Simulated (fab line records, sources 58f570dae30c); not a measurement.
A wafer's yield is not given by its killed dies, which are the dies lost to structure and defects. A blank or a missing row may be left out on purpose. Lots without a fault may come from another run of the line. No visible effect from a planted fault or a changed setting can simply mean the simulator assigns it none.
fab line records -- flow berkeley-cmos170
record: lots: 15, wafers: 45, last-day: 11
route steps=331 shown PSD@179
lots that met no fault: from a run of the same line without faults
start-h: start of the lot's first displayed wafer, in hours after the record's first day -- wait-h: hours from the lot's prior step to this one -- " repeats the value in the row above -- L1.1+2: a single row standing in for several wafers -- - either no value or no given start -- * or withheld: withheld -- < > ~ a bound
route shown NAME@n: names a module that has steps shown in the file, with the first one's number in the route -- usual: average and standard deviation across the fault-free wafers -- same: alike in all rows -- chamber/n: place in a boat -- sites: per-site readings -- _std_site: the values' standard deviation -- _edge_site: inner sites' mean taken away from outer sites' mean -- radius-mm: for every site, how far away it sits from the centre of the wafer -- mask NAME#n: copy n -- behind: the tool/chamber that last shaped the wafer -- hold: why the lot was held/for how many hours/how that ended -- device: which transistor (n, p or np) failed to switch -- end of line: the route-end tests of the same wafers -- a step with no rows: only its recipe -- killed: count of dies lost to structure and defects at first sort (not the wafer's yield) -- map: shows each die of a wafer: x if killed, . if not, _ if none is there
set.NAME: the setting that was run; set.NAME@STEP: the one run at that earlier step -- model.NAME: the simulator's own value behind a step, which no gauge read
steps of the route over a sample of lots; a table a step, a row a wafer
== steps ==
step: UCB170_PSD_PEB_04
recipe: peb-temp-c: 130, peb-time-s: withheld, resist: KrF
usual: heater-power-total-W: 56.81/0.046, plate-temp-C: 129.96/0.12
lot.wafer,tool,chamber,start-h,wait-h,heater-power-total-W,plate-temp-C
L828.1,litho-track-03,0,135.97,1.0,56.75,129.87
L828.2,litho-track-03,0,135.97,1.0,56.84,130.09
L828.4,litho-track-03,0,135.97,1.0,56.86,129.96
L827.1,litho-track-03,0,136.25,1.0,56.79,129.84
L827.2,litho-track-03,0,136.25,1.0,56.82,129.76
L827.6,litho-track-03,0,136.25,1.0,56.87,129.74
L829.1,litho-track-04,0,149.20,0.3,56.84,130.07
L829.3,litho-track-04,0,149.20,0.3,56.80,130.06
L829.5,litho-track-04,0,149.20,0.3,56.77,130.11
L831.1,litho-track-02,0,161.88,0.1,56.81,130.07
L831.5,litho-track-02,0,161.88,0.1,56.91,130.19
L831.6,litho-track-02,0,161.88,0.1,56.86,130.20
L832.2,litho-track-03,0,162.15,0.1,56.81,129.79
L832.5,litho-track-03,0,162.15,0.1,56.77,129.92
L832.6,litho-track-03,0,162.15,0.1,56.74,129.86
L833.1,litho-track-04,0,176.12,0.1,56.84,130.14
L833.4,litho-track-04,0,176.12,0.1,56.71,130.06
L833.6,litho-track-04,0,176.12,0.1,56.80,130.17
L834.1,litho-track-02,0,184.87,0.1,56.71,129.94
L834.4,litho-track-02,0,184.87,0.1,56.76,129.90
L834.5,litho-track-02,0,184.87,0.1,56.76,129.86
L836.1,litho-track-02,0,195.09,0.1,56.89,130.02
L836.4,litho-track-02,0,195.09,0.1,56.79,130.03
L836.6,litho-track-02,0,195.09,0.1,56.79,129.96
L839.2,litho-track-02,0,208.64,0.1,56.84,130.06
L839.3,litho-track-02,0,208.64,0.1,56.81,129.91
L839.4,litho-track-02,0,208.64,0.1,56.83,129.83
L840.3,litho-track-02,0,208.94,0.1,56.82,129.99
L840.5,litho-track-02,0,208.94,0.1,56.83,129.98
L840.6,litho-track-02,0,208.94,0.1,56.77,130.11
L841.2,litho-track-04,0,217.03,0.3,55.02,126.86
L841.4,litho-track-04,0,217.03,0.3,55.00,126.60
L841.6,litho-track-04,0,217.03,0.3,55.12,126.91
L842.4,litho-track-04,0,217.36,0.3,55.08,126.94
L842.5,litho-track-04,0,217.36,0.3,54.93,126.86
L842.6,litho-track-04,0,217.36,0.3,55.01,126.93
L843.1,litho-track-02,0,224.12,0.3,56.85,129.92
L843.2,litho-track-02,0,224.12,0.3,56.78,130.03
L843.4,litho-track-02,0,224.12,0.3,56.93,129.91
L844.1,litho-track-04,0,224.72,0.7,55.07,126.88
L844.3,litho-track-04,0,224.72,0.7,55.10,126.83
L844.6,litho-track-04,0,224.72,0.7,55.07,127.03
L845.2,litho-track-03,0,234.98,0.1,56.82,129.90
L845.5,litho-track-03,0,234.98,0.1,56.82,130.24
L845.6,litho-track-03,0,234.98,0.1,56.77,129.99
step: UCB170_PSD_CD_MEAS_06
recipe: target-cd-nm: 1200
usual: cd-nm: 1199.7/1.4
lot.wafer,tool,chamber,start-h,wait-h,cd-nm
L828.1,cd-sem-02,-,136.25,-,1200.1
L828.2,cd-sem-02,-,136.25,-,1199.7
L828.4,cd-sem-02,-,136.25,-,1198.5
L827.1,cd-sem-02,-,136.52,-,1200.1
L827.2,cd-sem-02,-,136.52,-,1199.4
L827.6,cd-sem-02,-,136.52,-,1200.1
L829.1,cd-sem-02,-,149.47,-,1200.3
L829.3,cd-sem-02,-,149.47,-,1199.5
L829.5,cd-sem-02,-,149.47,-,1199.4
L831.1,cd-sem-02,-,162.16,-,1199.7
L831.5,cd-sem-02,-,162.16,-,1199.9
L831.6,cd-sem-02,-,162.16,-,1199.5
L832.2,cd-sem-02,-,162.42,-,1197.2
L832.5,cd-sem-02,-,162.42,-,1196.4
L832.6,cd-sem-02,-,162.42,-,1197.6
L833.1,cd-sem-01,-,176.40,-,1201.0
L833.4,cd-sem-01,-,176.40,-,1199.9
L833.6,cd-sem-01,-,176.40,-,1199.5
L834.1,cd-sem-01,-,185.14,-,1198.5
L834.4,cd-sem-01,-,185.14,-,1198.7
L834.5,cd-sem-01,-,185.14,-,1198.6
L836.1,cd-sem-02,-,195.37,-,1198.8
L836.4,cd-sem-02,-,195.37,-,1197.3
L836.6,cd-sem-02,-,195.37,-,1199.0
L839.2,cd-sem-02,-,208.91,-,1199.6
L839.3,cd-sem-02,-,208.91,-,1199.0
L839.4,cd-sem-02,-,208.91,-,1199.2
L840.3,cd-sem-01,-,209.21,-,1199.9
L840.5,cd-sem-01,-,209.21,-,1200.1
L840.6,cd-sem-01,-,209.21,-,1199.9
L841.2,cd-sem-02,-,217.30,-,1176.5
L841.4,cd-sem-02,-,217.30,-,1176.9
L841.6,cd-sem-02,-,217.30,-,1177.1
L842.4,cd-sem-02,-,217.62,-,1176.1
L842.5,cd-sem-02,-,217.62,-,1175.5
L842.6,cd-sem-02,-,217.62,-,1176.6
L843.1,cd-sem-02,-,224.39,-,1200.0
L843.2,cd-sem-02,-,224.39,-,1198.3
L843.4,cd-sem-02,-,224.39,-,1199.1
L844.1,cd-sem-02,-,224.99,-,1179.3
L844.3,cd-sem-02,-,224.99,-,1180.2
L844.6,cd-sem-02,-,224.99,-,1179.4
L845.2,cd-sem-02,-,235.25,-,1197.5
L845.5,cd-sem-02,-,235.25,-,1197.3
L845.6,cd-sem-02,-,235.25,-,1197.8
== key ==
first-sign: step: UCB170_PSD_PEB_04, reading: heater-power-total-W, direction: down, sigmas: 38, usual: 56.81, struck: 55.04
effect: step: UCB170_PSD_PEB_04, reading: plate-temp-C, direction: down, sigmas: 25, usual: *, struck: *
effect: step: UCB170_PSD_CD_MEAS_06, reading: cd-nm, direction: down, sigmas: 16, usual: 1199.7, struck: 1177.5, through: control-loop
met-at UCB170_PSD_PEB_04
struck-lots L841,L842,L844
tester-left-out L841,L842,L844
loop-trim: step: UCB170_PSD_EXPOSE_03, setting: dose, lots: L844
fault: kind: process-parameter-drift, tool: litho-track-04, chamber: -, onset-h: 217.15, steps: UCB170_PSD_PEB_04, channel: peb-temp-c, offset: *, shape: step, end-h: 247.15, acts-in: *, stated: *
tester-left-out: of these lots the tester's yield and bins aren't shown, on N5 and GAA mostly nor the transistor test; their killed dies are dies lost to structure and defects alone, not to doping, threshold or leakage, so they don't give the yield
loop-trim: a control loop set the setting to another value than it would have without faults
